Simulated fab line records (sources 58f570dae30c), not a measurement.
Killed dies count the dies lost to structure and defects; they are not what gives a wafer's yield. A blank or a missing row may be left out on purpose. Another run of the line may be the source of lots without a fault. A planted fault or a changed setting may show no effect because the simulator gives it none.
8D (eight disciplines) problem report, filled in by code | flow berkeley cmos170 | the parts of the form that need people (team, actions taken, sign-off) are left out

1. THE PROBLEM
Wafers without a fault read 223.4 s, standard deviation 0.38; run length s at UCB170_CONTACT_ETCH_18 reads a mean of 214.2 s on 6 wafers belonging to 2 lots. That puts it -24 standard deviations away from the usual mean.
The step: etches PSG in CHF3/CF4/Ar, stops on TiSi2, target depth 840 nm, time 195 s.
First observed at day 10 11:00: wafer L974.2, on rie diel-02. At this step, 18 wafers from 6 lots have a number in the record. Rule for "out", or "out of limits": more than 4 standard deviations from the usual mean. The rest of the wafers with a number are treated as sound.

2. WHAT IT IS; WHAT IT IS NOT
question                    | is                     | is not
which readings at this step | run length s           | drypump motor current A, throttle valve pct
which lots                  | L974, L975             | L964, L976, L984, L986
which wafers of those lots  | all that have a number | -
read on which tools         | rie diel-02            | rie diel-01, rie diel-04
when                        | from day 10 11:00      | up to then (6 sound wafers); but 6 sound wafers of L984, L986 came after

3. THE SUSPECTS, EACH WITH WHAT RULES IT OUT
Counting: a tool stays on the suspect list if, at a process step up to the reading, it processed all lots that are out and no sound lot following the first of them.
- rie diel-02 at UCB170_CONTACT_ETCH_17 (etches BARC in N2/H2): kept. It ran every lot that is out, first L974 (day 10 11:55), and no sound lot after that; its last sound lot up to then is L964 (day 8 01:59).
- rie diel-02 at UCB170_CONTACT_ETCH_18 (etches PSG in CHF3/CF4/Ar, stops on TiSi2, target depth 840 nm, time 195 s): kept. It ran every lot that is out, first L974 (day 10 11:00), and no sound lot after that; its last sound lot up to then is L964 (day 8 02:00). Its own readings are out on those wafers: run length s.
After counting, rie diel-02 at UCB170_CONTACT_ETCH_17 and rie diel-02 at UCB170_CONTACT_ETCH_18 remain.

4. THE CAUSE (what the simulator had put in)
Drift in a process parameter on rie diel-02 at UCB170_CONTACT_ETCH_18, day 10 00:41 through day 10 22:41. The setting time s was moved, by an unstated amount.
Counting left 2 suspects, and this tool is among them.

5. THE EFFECT CHAIN, in route order
Each row: a reading where the mean over the struck wafers with a number is more than 3 standard deviations away from the usual. Readings are gone through only where the record gives a usual standard deviation; hours: the median, over the lots, of the time from a lot's start at the first step in this table giving one to that lot's start at this step; sigmas: the change measured in usual standard deviations.
hours | step                   | reading        | usual      | on struck wafers | change | sigmas
0     | UCB170_CONTACT_ETCH_18 | oes product au | 0.895 a.u. | 0.949            | +0.054 | +3.9
0     | UCB170_CONTACT_ETCH_18 | run length s   | 223.4 s    | 214.2            | -9.2   | -24
The process steps in it:
- UCB170_CONTACT_ETCH_18: etches PSG in CHF3/CF4/Ar, stops on TiSi2, target depth 840 nm, time 195 s.

6. WHAT WOULD HAVE CAUGHT IT SOONER
First out-of-limits reading in this record: day 10 11:00, which is 10 hours after fault onset at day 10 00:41.
